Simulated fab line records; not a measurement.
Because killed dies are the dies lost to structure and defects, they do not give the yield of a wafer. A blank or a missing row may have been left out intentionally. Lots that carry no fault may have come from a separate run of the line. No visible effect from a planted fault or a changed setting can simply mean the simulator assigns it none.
Chamber matching || flow berkeley_cmos170 || UCB170_GATE_ETCH_15 on rie_si-01: 4 sister chambers
The step etches poly-Si in HBr/Cl2, stops on SiO2, time 56.3 s, target depth 278.2 nm. 8 wafers are shown with their chamber, then 7 later ones without.

EACH WAFER AND ITS CHAMBER
{"wafer": "L442.6", "chamber": 1, "throttle_valve_pct (%)": 26.03, "oes_product_au (a.u.)": 0.838}
{"wafer": "L439.2", "chamber": 2, "throttle_valve_pct (%)": 26.51, "oes_product_au (a.u.)": 0.866}
{"wafer": "L439.3", "chamber": 0, "throttle_valve_pct (%)": 26.84, "oes_product_au (a.u.)": 0.820}
{"wafer": "L439.5", "chamber": 1, "throttle_valve_pct (%)": 26.02, "oes_product_au (a.u.)": 0.828}
{"wafer": "L446.4", "chamber": 0, "throttle_valve_pct (%)": 26.81, "oes_product_au (a.u.)": 0.808}
{"wafer": "L446.5", "chamber": 3, "throttle_valve_pct (%)": 26.42, "oes_product_au (a.u.)": 0.818}
{"wafer": "L447.1", "chamber": 2, "throttle_valve_pct (%)": 26.52, "oes_product_au (a.u.)": 0.860}
{"wafer": "L447.4", "chamber": 3, "throttle_valve_pct (%)": 26.42, "oes_product_au (a.u.)": 0.829}

WAFERS WITHOUT THEIR CHAMBER
{"wafer": "L447.6", "throttle_valve_pct (%)": 26.82, "oes_product_au (a.u.)": 0.800}
{"wafer": "L457.1", "throttle_valve_pct (%)": 26.53, "oes_product_au (a.u.)": 0.870}
{"wafer": "L457.2", "throttle_valve_pct (%)": 26.81, "oes_product_au (a.u.)": 0.823}
{"wafer": "L457.3", "throttle_valve_pct (%)": 26.45, "oes_product_au (a.u.)": 0.825}
{"wafer": "L461.1", "throttle_valve_pct (%)": 26.53, "oes_product_au (a.u.)": 0.857}
{"wafer": "L461.4", "throttle_valve_pct (%)": 26.02, "oes_product_au (a.u.)": 0.820}
{"wafer": "L461.5", "throttle_valve_pct (%)": 26.83, "oes_product_au (a.u.)": 0.804}

CHAMBER TAKEN BY EACH
{"wafer": "L447.6", "from the rows above": 0, "in truth": 0}
{"wafer": "L457.1", "from the rows above": 2, "in truth": 2}
{"wafer": "L457.2", "from the rows above": 0, "in truth": 0}
{"wafer": "L457.3", "from the rows above": 3, "in truth": 3}
{"wafer": "L461.1", "from the rows above": 2, "in truth": 2}
{"wafer": "L461.4", "from the rows above": 1, "in truth": 1}
{"wafer": "L461.5", "from the rows above": 0, "in truth": 0}
7 of 7 placed correctly. Not placeable from these rows: 0. Number placed wrongly: 0.
How it was worked out, from the rows above alone: a wafer's distance from a chamber is the root of the sum, over the readings, of the square of ((its reading less the chamber's mean) divided by the reading's scatter). The wafer belongs to the nearest chamber; if the next one is less than 2 further off, it can't be placed. The mean given for a chamber averages the wafers shown for that chamber. The scatter is the square root of a quotient: the sum, over the shown wafers, of each reading's squared deviation from its chamber's mean, divided by wafers minus chambers.
